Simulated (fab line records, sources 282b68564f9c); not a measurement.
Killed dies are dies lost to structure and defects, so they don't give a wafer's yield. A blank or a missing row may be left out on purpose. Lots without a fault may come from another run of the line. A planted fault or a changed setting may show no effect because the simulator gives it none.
Problem report in the 8D (eight disciplines) form, filled by code | flow rit_cmos | the parts of the form that need people (team, actions taken, sign-off) are left out

1. THE PROBLEM
PLDD_TW at RIT_PLDD_TW_MEAS_10 reads a mean of 2206 on 6 wafers of 2 lots; wafers without a fault read 2356 with a standard deviation of 20. That is -7.5 standard deviations from the usual mean.
First seen on wafer L294.3, day 5 13:53, on film_metro-01. The record holds 42 wafers of 14 lots with a number at this step. Rule for "out", or "out of limits": more than 4 standard deviations from the usual mean. The other wafers with a number count as sound.

2. WHAT IT IS AND WHAT IT IS NOT
question                    | is                     | is not
which readings at this step | PLDD_TW                | -
which lots                  | L294, L300             | L282, L283, L284, L285, L286, L287, L288, L289, L290, L293, L296, L298
which wafers of those lots  | all that have a number | -
read on which gauges        | film_metro-01          | film_metro-02, film_metro-03
when                        | from day 5 13:53       | up to then (30 sound wafers); but 6 sound wafers of L296, L298 came after

3. SUSPECTS, AND WHAT RULES EACH OUT
Counting: a tool at a process step up to the reading stays a suspect if it ran every lot that is out and no sound lot after the first of them.
- the gauge at RIT_PLDD_TW_MEAS_10: ruled out. All the wafers that are out were read on film_metro-01, but those of them that RIT_PLDD_IMPLANT_08 has rows for are out there too, on other tools.
- implanter-03 at RIT_PLDD_IMPLANT_08: kept. It ran every lot that is out, first L294 (day 5 13:35), and no sound lot after that; its last sound lot up to then is L287 (day 4 06:41). Its own readings are out on those wafers: beam_energy_keV.
Left after counting: implanter-03 at RIT_PLDD_IMPLANT_08.

4. THE CAUSE (what the simulator had put in)
Process parameter drift: implanter-03, from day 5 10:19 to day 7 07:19, at RIT_PLDD_IMPLANT_08. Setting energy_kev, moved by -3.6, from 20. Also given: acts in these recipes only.
Counting left only this tool.

5. THE CHAIN OF EFFECTS, in route order
Each row: a reading whose mean over the struck wafers that have a number lies more than 3 standard deviations from the usual. Only readings for which the record gives a usual standard deviation are gone through. hours: the time from each lot's start at the first step in this table that gives one to its start at this step, as a median over the lots. sigmas: the change in usual standard deviations.
hours | step                    | reading         | usual        | on struck wafers | change | sigmas
0     | RIT_PLDD_IMPLANT_08     | beam_energy_keV | 20.000       | 16.399           | -3.601 | -99 or more
0     | RIT_PLDD_TW_MEAS_10     | PLDD_TW         | 2356         | 2206             | -150   | -7.5
9     | RIT_SDANNEAL_RS_MEAS_06 | PLDD_RS         | 178.7 ohm/sq | 191.4            | +12.7  | +24
The process steps in it:
- RIT_PLDD_IMPLANT_08

6. WHAT WOULD HAVE CAUGHT IT SOONER
In this record the first reading out of limits at a measuring or inspecting step was taken at day 5 13:53, 4 hours after the fault began at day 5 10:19.
The tool's own readings at RIT_PLDD_IMPLANT_08 were out on every struck wafer that the step has a row for (beam_energy_keV): an alarm limit on them would have fired on the first of those.
Of the lots that are out (2), L300 began RIT_PLDD_IMPLANT_08 on implanter-03 after day 5 13:53. A hold on the tool at that time would have spared it.
